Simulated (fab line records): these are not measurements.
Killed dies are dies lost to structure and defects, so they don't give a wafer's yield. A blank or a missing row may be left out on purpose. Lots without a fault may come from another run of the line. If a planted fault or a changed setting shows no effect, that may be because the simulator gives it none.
Check for tools in common || flow berkeley_cmos170 || Sampled: 14 lots, 42 wafers

== WHY THIS WAS OPENED ==
Of 14 lots, 2 have the reading WELLDRIVE_OXIDE_THK flagged at UCB170_WELLDRIVE_THK_MEAS_02. Fault-free wafers read 197 nm, with a standard deviation of 4.1.
Rule: a lot is flagged when every wafer of it that has a number lies more than 4 standard deviations from that mean, or none has a number. All remaining lots are regarded as sound.

{"lot": "L715", "measured": "day 3 10:06", "on": "film_metro-04", "WELLDRIVE_OXIDE_THK (nm), wafer by wafer": "198 197 197", "flag": ""}
{"lot": "L716", "measured": "day 3 20:46", "on": "film_metro-02", "WELLDRIVE_OXIDE_THK (nm), wafer by wafer": "191 192 192", "flag": ""}
{"lot": "L717", "measured": "day 4 02:03", "on": "film_metro-03", "WELLDRIVE_OXIDE_THK (nm), wafer by wafer": "203 204 207", "flag": ""}
{"lot": "L718", "measured": "day 4 06:49", "on": "film_metro-03", "WELLDRIVE_OXIDE_THK (nm), wafer by wafer": "200 199 201", "flag": ""}
{"lot": "L719", "measured": "day 4 06:49", "on": "film_metro-04", "WELLDRIVE_OXIDE_THK (nm), wafer by wafer": "206 206 206", "flag": ""}
{"lot": "L720", "measured": "day 4 18:49", "on": "film_metro-03", "WELLDRIVE_OXIDE_THK (nm), wafer by wafer": "206 207 204", "flag": ""}
{"lot": "L721", "measured": "day 4 18:50", "on": "film_metro-04", "WELLDRIVE_OXIDE_THK (nm), wafer by wafer": "198 203 199", "flag": ""}
{"lot": "L722", "measured": "day 4 18:50", "on": "film_metro-02", "WELLDRIVE_OXIDE_THK (nm), wafer by wafer": "199 203 201", "flag": ""}
{"lot": "L723", "measured": "day 5 15:56", "on": "film_metro-02", "WELLDRIVE_OXIDE_THK (nm), wafer by wafer": "198 196 197", "flag": ""}
{"lot": "L725", "measured": "day 5 21:53", "on": "film_metro-02", "WELLDRIVE_OXIDE_THK (nm), wafer by wafer": "196 197 199", "flag": ""}
{"lot": "L727", "measured": "day 6 05:23", "on": "film_metro-03", "WELLDRIVE_OXIDE_THK (nm), wafer by wafer": "194 194 195", "flag": ""}
{"lot": "L728", "measured": "day 6 13:08", "on": "film_metro-04", "WELLDRIVE_OXIDE_THK (nm), wafer by wafer": "178 176 175", "flag": "FLAGGED"}
{"lot": "L729", "measured": "day 6 13:08", "on": "film_metro-03", "WELLDRIVE_OXIDE_THK (nm), wafer by wafer": "177 173 176", "flag": "FLAGGED"}
{"lot": "L736", "measured": "day 7 21:36", "on": "film_metro-03", "WELLDRIVE_OXIDE_THK (nm), wafer by wafer": "198 196 198", "flag": ""}
On average the flagged lots' numbers are 176 nm, which is -21 nm against the usual, or -5 standard deviations.

== TOOL THAT RAN EACH LOT ==
The record keeps 1 process step preceding the reading, out of 331 steps on the route. Each cell gives the tool, then ch followed by the chambers the sampled wafers passed through, then the start.
{"lot": "L715", "flag": "", "UCB170_WELLDRIVE_OXIDATION_01": "furnace-03 ch 0, day 3 06:35"}
{"lot": "L716", "flag": "", "UCB170_WELLDRIVE_OXIDATION_01": "furnace-03 ch 0, day 3 17:16"}
{"lot": "L717", "flag": "", "UCB170_WELLDRIVE_OXIDATION_01": "furnace-01 ch 0, day 3 22:33"}
{"lot": "L718", "flag": "", "UCB170_WELLDRIVE_OXIDATION_01": "furnace-01 ch 0, day 4 03:18"}
{"lot": "L719", "flag": "", "UCB170_WELLDRIVE_OXIDATION_01": "furnace-01 ch 0, day 4 03:18"}
{"lot": "L720", "flag": "", "UCB170_WELLDRIVE_OXIDATION_01": "furnace-02 ch 0, day 4 15:19"}
{"lot": "L721", "flag": "", "UCB170_WELLDRIVE_OXIDATION_01": "furnace-02 ch 0, day 4 15:19"}
{"lot": "L722", "flag": "", "UCB170_WELLDRIVE_OXIDATION_01": "furnace-02 ch 0, day 4 15:19"}
{"lot": "L723", "flag": "", "UCB170_WELLDRIVE_OXIDATION_01": "furnace-01 ch 0, day 5 12:19"}
{"lot": "L725", "flag": "", "UCB170_WELLDRIVE_OXIDATION_01": "furnace-03 ch 0, day 5 18:23"}
{"lot": "L727", "flag": "", "UCB170_WELLDRIVE_OXIDATION_01": "furnace-03 ch 0, day 6 01:53"}
{"lot": "L728", "flag": "FLAGGED", "UCB170_WELLDRIVE_OXIDATION_01": "furnace-03 ch 0, day 6 09:38"}
{"lot": "L729", "flag": "FLAGGED", "UCB170_WELLDRIVE_OXIDATION_01": "furnace-03 ch 0, day 6 09:38"}
{"lot": "L736", "flag": "", "UCB170_WELLDRIVE_OXIDATION_01": "furnace-01 ch 0, day 7 18:06"}
These steps, and what they do:
- UCB170_WELLDRIVE_OXIDATION_01: target thk 199 nm, ox time 9000 s.
- UCB170_WELLDRIVE_THK_MEAS_02

== FLAGGED AGAINST TOTAL, ONE TOOL AT A TIME (gauges that did the reading follow at the end) ==
{"step": "UCB170_WELLDRIVE_OXIDATION_01", "tool": "furnace-01", "lots run": 5, "flagged": 0, "share of the flagged lots": "none", "sound lots run after its first flagged lot": "-"}
{"step": "UCB170_WELLDRIVE_OXIDATION_01", "tool": "furnace-02", "lots run": 3, "flagged": 0, "share of the flagged lots": "none", "sound lots run after its first flagged lot": "-"}
{"step": "UCB170_WELLDRIVE_OXIDATION_01", "tool": "furnace-03", "lots run": 6, "flagged": 2, "share of the flagged lots": "all", "sound lots run after its first flagged lot": 0}
{"step": "UCB170_WELLDRIVE_THK_MEAS_02", "tool": "film_metro-02", "lots run": 4, "flagged": 0, "share of the flagged lots": "none", "sound lots run after its first flagged lot": "-"}
{"step": "UCB170_WELLDRIVE_THK_MEAS_02", "tool": "film_metro-03", "lots run": 6, "flagged": 1, "share of the flagged lots": "some", "sound lots run after its first flagged lot": "1 (L736)"}
{"step": "UCB170_WELLDRIVE_THK_MEAS_02", "tool": "film_metro-04", "lots run": 4, "flagged": 1, "share of the flagged lots": "some", "sound lots run after its first flagged lot": 0}

== WHAT IS ALLOWED BY THE TABLE ==
1 row of the table ran every flagged lot: furnace-03 at UCB170_WELLDRIVE_OXIDATION_01.
- furnace-03 at UCB170_WELLDRIVE_OXIDATION_01 ran 6 lots, 2 of them flagged. Its last sound lot is L727 (day 6 01:53), its first flagged lot L728 (day 6 09:38): a fault that began between those two fits.
What remains is a single tool, furnace-03 at UCB170_WELLDRIVE_OXIDATION_01.

== WHAT THE SIMULATOR PUT IN ==
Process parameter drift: furnace-03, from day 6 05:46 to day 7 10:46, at UCB170_WELLDRIVE_OXIDATION_01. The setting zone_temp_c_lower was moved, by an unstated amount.
Lots struck among those shown: L728, L729. This agrees with what the rule above found.
